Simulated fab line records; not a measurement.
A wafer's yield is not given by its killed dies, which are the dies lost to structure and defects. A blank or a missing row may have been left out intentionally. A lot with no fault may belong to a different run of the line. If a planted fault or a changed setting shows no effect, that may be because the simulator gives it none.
Which tool is to blame?    flow berkeleyCmos170    Sampling: 14 lots, 42 wafers, 5 of 331 route steps

== WHAT EACH GAUGE READ, for each wafer ==
UCB170_NWELL_TW_MEAS_16. Usual: NWELL_TW 1250, standard deviation 6.
lot   measured     on            NWELL_TW                       flag
L842  day 2 06:37  filmMetro-01  1239 1253 1251                 
L843  day 2 19:49  filmMetro-01  1249 1247 1244                 
L846  day 4 07:38  filmMetro-03  1244 1244 1243                 
L849  day 4 07:41  filmMetro-02  1249 1250 1251                 
L847  day 4 07:56  filmMetro-02  1245 1251 1245                 
L852  day 5 01:10  filmMetro-01  1257 1257 1268                 
L851  day 5 01:25  filmMetro-02  1256 1260 1257                 
L853  day 5 01:31  filmMetro-03  1252 1255 1248                 
L850  day 5 01:38  filmMetro-01  1253 1265 1257                 
L854  day 5 17:28  filmMetro-01  1254 1254 1254                 
L861  day 6 13:45  filmMetro-03  1146 1150 1141 1146 1145 1145  OFF
L863  day 7 03:37  filmMetro-01  1153 1148 1150 1152 1148 1141  OFF
L864  day 7 03:59  filmMetro-01  1249 1244 1247                 
L865  day 7 11:58  filmMetro-01  1241 1243 1242                 

UCB170_PFIELD_OVL_MEAS_06. Usual: PFIELD_OVL -2 nm, standard deviation 5.5.
lot   measured      on          PFIELD_OVL (nm)  flag
L842  day 5 21:34   overlay-01  -1 1 -9          
L843  day 6 06:19   overlay-01  -6 -11 -8        
L846  day 7 04:40   overlay-01  2 -2 2           
L849  day 7 04:31   overlay-02  -10 -6 -11       
L847  day 7 04:14   overlay-01  -3 3 2           
L852  day 7 18:28   overlay-02  1 -7 -3          
L851  day 7 18:20   overlay-01  13 6 9           
L853  day 7 18:15   overlay-01  -7 -7 -3         
L850  day 7 18:38   overlay-01  -7 -5 0          
L854  day 8 03:52   overlay-01  -13 -11 -1       
L861  day 9 03:53   overlay-02  6 -3 6           
L863  day 9 16:38   overlay-02  0 -4 1           
L864  day 10 01:59  overlay-01  -3 -4 -4         
L865  day 10 06:20  overlay-02  9 5 6            

UCB170_NVT_TW_MEAS_09. Usual: NVT_TW 526.7, standard deviation 2.7.
lot   measured      on            NVT_TW             flag
L842  day 7 12:18   filmMetro-02  529.5 529.6 527.4  
L843  day 7 19:11   filmMetro-02  529.1 529.5 528.5  
L846  day 8 21:53   filmMetro-02  533.3 525.8 530.8  
L849  day 8 22:09   filmMetro-01  529.4 532.0 525.9  
L847  day 8 21:26   filmMetro-03  526.9 524.1 525.9  
L852  day 9 17:41   filmMetro-01  527.0 525.9 526.8  
L851  day 9 17:26   filmMetro-01  526.6 526.8 524.7  
L853  day 9 17:35   filmMetro-02  528.5 529.3 528.0  
L850  day 9 17:32   filmMetro-03  524.0 521.3 521.2  
L854  day 9 23:40   filmMetro-03  521.9 525.4 523.5  
L861  day 10 22:45  filmMetro-02  531.2 528.5 527.6  
L863  day 11 04:56  filmMetro-02  528.2 527.2 525.8  
L864  day 11 20:18  filmMetro-01  527.5 526.1 525.2  
L865  day 11 19:45  filmMetro-03  523.3 523.0 523.4  

== WHICH TOOL RAN EACH LOT (tool, then ch and the chambers of the sampled wafers, then the start) ==
lot   UCB170_NWELL_IMPLANT_14         UCB170_NWELL_STRIP_15
L842  implanter-01 ch 0, day 2 06:22  plasmaAsher-03 ch 0,1, day 2 06:31
L843  implanter-03 ch 0, day 2 19:34  plasmaAsher-01 ch 0,1, day 2 19:43
L846  implanter-04 ch 0, day 4 07:23  plasmaAsher-03 ch 0,1, day 4 07:32
L849  implanter-03 ch 0, day 4 07:28  plasmaAsher-01 ch 0,1, day 4 07:36
L847  implanter-04 ch 0, day 4 07:43  plasmaAsher-01 ch 0,1, day 4 07:51
L852  implanter-01 ch 0, day 5 00:57  plasmaAsher-03 ch 0,1, day 5 01:05
L851  implanter-04 ch 0, day 5 01:10  plasmaAsher-01 ch 0,1, day 5 01:19
L853  implanter-03 ch 0, day 5 01:16  plasmaAsher-03 ch 0,1, day 5 01:25
L850  implanter-01 ch 0, day 5 01:24  plasmaAsher-02 ch 0,1, day 5 01:32
L854  implanter-01 ch 0, day 5 17:14  plasmaAsher-03 ch 0,1, day 5 17:22
L861  implanter-03 ch 0, day 6 13:31  plasmaAsher-01 ch 0,1, day 6 13:38
L863  implanter-03 ch 0, day 7 03:22  plasmaAsher-01 ch 0,1, day 7 03:31
L864  implanter-01 ch 0, day 7 03:44  plasmaAsher-02 ch 0,1, day 7 03:53
L865  implanter-04 ch 0, day 7 11:43  plasmaAsher-01 ch 0,1, day 7 11:52
- UCB170_NWELL_IMPLANT_14
- UCB170_NWELL_STRIP_15: strips in O2.

== AS READ BY THE TOOLS THEMSELVES (means over the sampled wafers that have a number; for cases with no such wafer, the mark the record gives instead) ==
UCB170_NWELL_IMPLANT_14. Usual: beamOnS 10.00 s, standard deviation 0.2; faradayCurrentUA 31.7, standard deviation 0.61.
lot   tool          beamOnS (s)  faradayCurrentUA  flag
L842  implanter-01  10.07        31.5              
L843  implanter-03  10.07        31.4              
L846  implanter-04  9.97         31.8              
L849  implanter-03  9.87         32.2              
L847  implanter-04  10.08        31.5              
L852  implanter-01  9.90         31.9              
L851  implanter-04  9.95         31.9              
L853  implanter-03  10.22        31.0              
L850  implanter-01  9.97         31.8              
L854  implanter-01  10.05        31.5              
L861  implanter-03  7.61         41.6              OFF
L863  implanter-03  7.93         40.0              OFF
L864  implanter-01  10.21        31.0              
L865  implanter-04  9.91         32.0              

UCB170_NWELL_STRIP_15. Usual: drypumpMotorCurrentA 6.2 A, standard deviation 0.47; oesProductAu 0.721 a.u., standard deviation 0.0042; stripTimeToEndpointS 17.99 s, standard deviation 0.079.
lot   tool            drypumpMotorCurrentA (A)  oesProductAu (a.u.)  stripTimeToEndpointS (s)  flag
L842  plasmaAsher-03  6.3                       0.719                17.88                     
L843  plasmaAsher-01  6.1                       0.721                17.98                     
L846  plasmaAsher-03  6.3                       0.725                18.10                     
L849  plasmaAsher-01  6.1                       0.723                17.92                     
L847  plasmaAsher-01  6.2                       0.719                17.99                     
L852  plasmaAsher-03  6.5                       0.723                18.03                     
L851  plasmaAsher-01  6.2                       0.723                17.95                     
L853  plasmaAsher-03  6.5                       0.717                18.10                     
L850  plasmaAsher-02  6.2                       0.721                18.05                     
L854  plasmaAsher-03  6.3                       0.723                17.87                     
L861  plasmaAsher-01  6.2                       0.717                18.03                     
L863  plasmaAsher-01  6.2                       0.721                17.88                     
L864  plasmaAsher-02  6.2                       0.722                18.00                     
L865  plasmaAsher-01  6.2                       0.719                17.99                     

== THE ANSWER, worked out from the rows above alone ==
Rule: a lot is off if the mean of its wafers that have a number lies more than 3 standard deviations from the usual mean. Also off: a lot with no number at a reading for which 4 or more lots have one. Where the step has rows for the other lots, those lots are counted as sound. First the gauges in route order, then the tools' own readings, where a lot's mean is used as printed above. At the first step where some lot is off, the reading lying furthest off is the one used; lots without a number count as furthest.
Off: L861, L863, seen at UCB170_NWELL_TW_MEAS_16 (NWELL_TW).
If a tool, at a process step before that reading, ran all the lots that are off and no sound lot after the first of them, it fits. Not tried: the gauges at UCB170_NWELL_TW_MEAS_16; whatever is off there is also off at UCB170_NWELL_IMPLANT_14, on other tools, and gauge error can't account for it. One candidate fits, namely implanter-03 at UCB170_NWELL_IMPLANT_14. A fault onset in the window from L853 (day 5 01:16, its last sound lot) to L861 (day 6 13:31, its first lot off) fits.
The tool's own readings at UCB170_NWELL_IMPLANT_14 bear it out: on the lots that are off they differ by more than 5 times the standard deviation of the sound lots' means. beamOnS reads 7.77 s there against 10.02 s on the sound lots; faradayCurrentUA reads 40.8 there against 31.6 on the sound lots.

== WHAT THE SIMULATOR HAD INSERTED ==
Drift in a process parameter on implanter-03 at UCB170_NWELL_IMPLANT_14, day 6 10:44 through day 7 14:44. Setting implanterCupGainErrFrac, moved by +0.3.
Lots struck among those shown: L861, L863. The rule above found the same.
